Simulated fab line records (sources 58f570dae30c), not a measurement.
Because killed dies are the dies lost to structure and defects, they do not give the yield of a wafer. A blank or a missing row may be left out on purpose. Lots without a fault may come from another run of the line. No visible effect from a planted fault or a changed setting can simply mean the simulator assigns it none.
2 desks, one fault -- flow berkeley cmos170 -- every desk sees just its own numbers, and what lay behind them comes last

## THE TOOL OWNER'S DESK: pecvd-01
The tool's own readings at UCB170_SPACER_CVD_00 (deposits SiO2 from TEOS/O2, target thk 376 nm, time 47 s): means of the sampled wafers that have a number, for each lot that ran on this tool. Marked OUT: a lot whose mean sits more than 4 standard deviations from the usual mean, which makes it out of limits; the brackets give that distance.
Columns: A = heater power w at UCB170_SPACER_CVD_00, usual 267 W
lot,first seen here,A
L911,day 6 08:41,277
L912,day 6 09:34,305
L913,day 6 12:22,269
L915,day 6 16:46,282
L921,day 8 03:18,293
L924,day 9 11:49,288
L927,day 9 17:14,242
This desk's finding: nothing out of limits on any of the 7 lots.

## AT THE METROLOGY DESK
Means of the sampled wafers that have a number, per lot and without regard to the tool the lot ran on: this is what the gauges read. Marked OUT: a lot whose mean sits more than 4 standard deviations from the usual mean, which makes it out of limits; the brackets give that distance.
Columns: A = cd nm at UCB170_GATE_CD_MEAS_90, usual 350.5 nm; B = cd nm at UCB170_PLDD_CD_MEAS_06, usual 1200.1 nm; C = cd nm at UCB170_NLDD_CD_MEAS_06, usual 1199.8 nm; D = SPACER_TEOS_THK at UCB170_SPACER_THK_MEAS_01, usual 377 nm
lot,first seen here,A,B,C,D
L911,day 6 04:55,349.2,1200.5,1200.5,373
L912,day 6 05:39,352.1,1200.8,1197.9,375
L913,day 6 08:40,350.4,1201.0,1200.4,373
L914,day 6 12:37,349.3,1202.2,1198.3,380
L915,day 6 12:53,350.9,1201.6,1199.2,370
L916,day 7 16:14,349.2,1200.1,1199.0,379
L917,day 7 17:08,347.9,1201.7,1199.7,381
L921,day 7 23:05,351.5,1201.4,1200.3,377
L924,day 9 05:52,352.0,1198.6,1198.6,228 (-29) OUT
L927,day 9 11:08,352.4,1198.2,1201.6,227 (-29) OUT
L928,day 9 11:16,349.9,1201.5,1197.7,372
L929,day 10 07:29,351.7,1200.1,1202.1,374
L933,day 10 18:32,350.5,1202.4,1198.7,377
L934,day 11 04:24,349.0,1200.2,1198.7,379
Finding of this desk: L924, L927 out of limits, first seen on L924 at day 9 11:52 (SPACER_TEOS_THK at UCB170_SPACER_THK_MEAS_01). L911, L912, L913, L914, L915, L916, L917, L921, L928, L929, L933, L934 stayed within limits.

## BROUGHT TOGETHER
L924, L927 would have let the metrology desk raise an alarm at day 9 11:52.
Nothing out of limits was seen by the tool owner's desk.
On record at the tool owner's desk: L924, L927, within its limits.
All the named lots went through UCB170_SPACER_CVD_00 on pecvd-01.

## WHAT HAD BEEN PUT IN BY THE SIMULATOR
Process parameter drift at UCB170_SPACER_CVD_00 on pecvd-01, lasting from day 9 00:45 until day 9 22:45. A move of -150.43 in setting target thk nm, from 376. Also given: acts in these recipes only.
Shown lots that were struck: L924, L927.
Delay in hours, fault start to first out-of-limits reading, per desk: metrology desk 11.
